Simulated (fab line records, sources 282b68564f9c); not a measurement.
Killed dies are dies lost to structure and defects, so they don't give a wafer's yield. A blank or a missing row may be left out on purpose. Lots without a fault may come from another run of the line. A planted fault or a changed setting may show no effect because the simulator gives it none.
Split-lot experiment | flow rit_cmos | 5 lots, 23 wafers read, on a route of 202 steps

THE SPLIT
At RIT_PRETRO_IMPLANT_08, the setting energy_kev was moved away from the recipe's 45 on 10 of the 23 wafers read, by -5.9% to +2.4%. The other wafers ran this setting at the recipe's value.

The reading is taken at the split's own step.

THE READING
implant.drp_nm (the simulator's own value, which no gauge read), in nm, at RIT_PRETRO_IMPLANT_08. The file gives no usual value for it.

wafer  | tool, chamber at the split | energy_kev as run | against the recipe | implant.drp_nm, nm | against lot-mates on the recipe
L076.1 | implanter-03, 0            | 45                | recipe             | 55.07              | -
L076.4 | implanter-03, 0            | 45                | recipe             | 55.07              | -
L076.5 | implanter-03, 0            | 45                | recipe             | 55.07              | -
L076.2 | implanter-03, 0            | 46.07             | +2.4%              | 55.84              | +0.77
L076.6 | implanter-03, 0            | 46.07             | +2.4%              | 55.84              | +0.77
L078.1 | implanter-01, 0            | 45                | recipe             | 55.07              | -
L078.6 | implanter-01, 0            | 45                | recipe             | 55.07              | -
L078.3 | implanter-01, 0            | 43.66             | -3.0%              | 54.09              | -0.98
L078.4 | implanter-01, 0            | 43.66             | -3.0%              | 54.09              | -0.98
L078.5 | implanter-01, 0            | 43.66             | -3.0%              | 54.09              | -0.98
L080.1 | implanter-04, 0            | 42.34             | -5.9%              | 53.1               | -1.97
L080.2 | implanter-04, 0            | 42.34             | -5.9%              | 53.1               | -1.97
L080.6 | implanter-04, 0            | 42.34             | -5.9%              | 53.1               | -1.97
L080.4 | implanter-04, 0            | 45                | recipe             | 55.07              | -
L080.5 | implanter-04, 0            | 45                | recipe             | 55.07              | -
L081.1 | implanter-04, 0            | 43.36             | -3.6%              | 53.87              | -1.20
L081.3 | implanter-04, 0            | 43.36             | -3.6%              | 53.87              | -1.20
L081.4 | implanter-04, 0            | 45                | recipe             | 55.07              | -
L081.5 | implanter-04, 0            | 45                | recipe             | 55.07              | -
L081.6 | implanter-04, 0            | 45                | recipe             | 55.07              | -
L083.1 | implanter-04, 0            | 45                | recipe             | 55.07              | -
L083.2 | implanter-04, 0            | 45                | recipe             | 55.07              | -
L083.6 | implanter-04, 0            | 45                | recipe             | 55.07              | -

THE FIT
A straight line over all 23 wafers: implant.drp_nm changes by +0.331 nm for each +1% of energy_kev; r = +1.00; the points scatter about the line by 0.0076 nm.
The same after taking each lot's own level away (the mean of its wafers on the recipe; 23 wafers): +0.331 nm for each +1%; r = +1.00; scatter 0.0076 nm.
On that fit, the largest move of energy_kev shifts the reading by 2 nm.
The lots' own levels span 55.070 to 55.070 nm.
So the lot-to-lot level changes the slope little: the two slopes agree.
Check: with one of the wafers moved furthest among these (-5.9%) left out of the fit, the line predicts -1.96 nm for it against its lot-mates. It came out at -1.97 nm against them.

OTHER SPLITS ON THESE WAFERS
These wafers also went through other splits before the reading. Each is held against what the fit with the lots' levels taken away leaves over:
other split on the same wafers  | wafers away from the commonest value | r with implant.drp_nm (lot level and that fit taken away)
RIT_ACTIVE_OXIDATION_01 temp_c  | 15                                   | +0.62
RIT_ACTIVE_COAT_06 spin_rpm     | 8                                    | +0.52
RIT_FOX2_OXIDATION_00 ox_time_s | 18                                   | +0.13
RIT_NRETRO_SOFTBAKE_02 temp_c   | 7                                    | -0.14
RIT_NRETRO_IMPLANT_08 dose_cm2  | 11                                   | -0.34
RIT_PRETRO_COAT_01 spin_rpm     | 6                                    | +0.12

THE WHOLE CHAIN: every reading that the file lists as answering this split, in the file's order
step                  | what it does | reading                                                         | change (the file's fit)               | r (the file's)
RIT_PRETRO_IMPLANT_08 |              | implant.rp_nm (the simulator's own value, which no gauge read)  | +1.36 nm for each +1% of the setting  | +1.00
RIT_PRETRO_IMPLANT_08 |              | implant.drp_nm (the simulator's own value, which no gauge read) | +0.332 nm for each +1% of the setting | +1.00

THE FILE'S OWN FIT
implant.drp_nm changes by +0.332 nm for each +1% of energy_kev, r = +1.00.
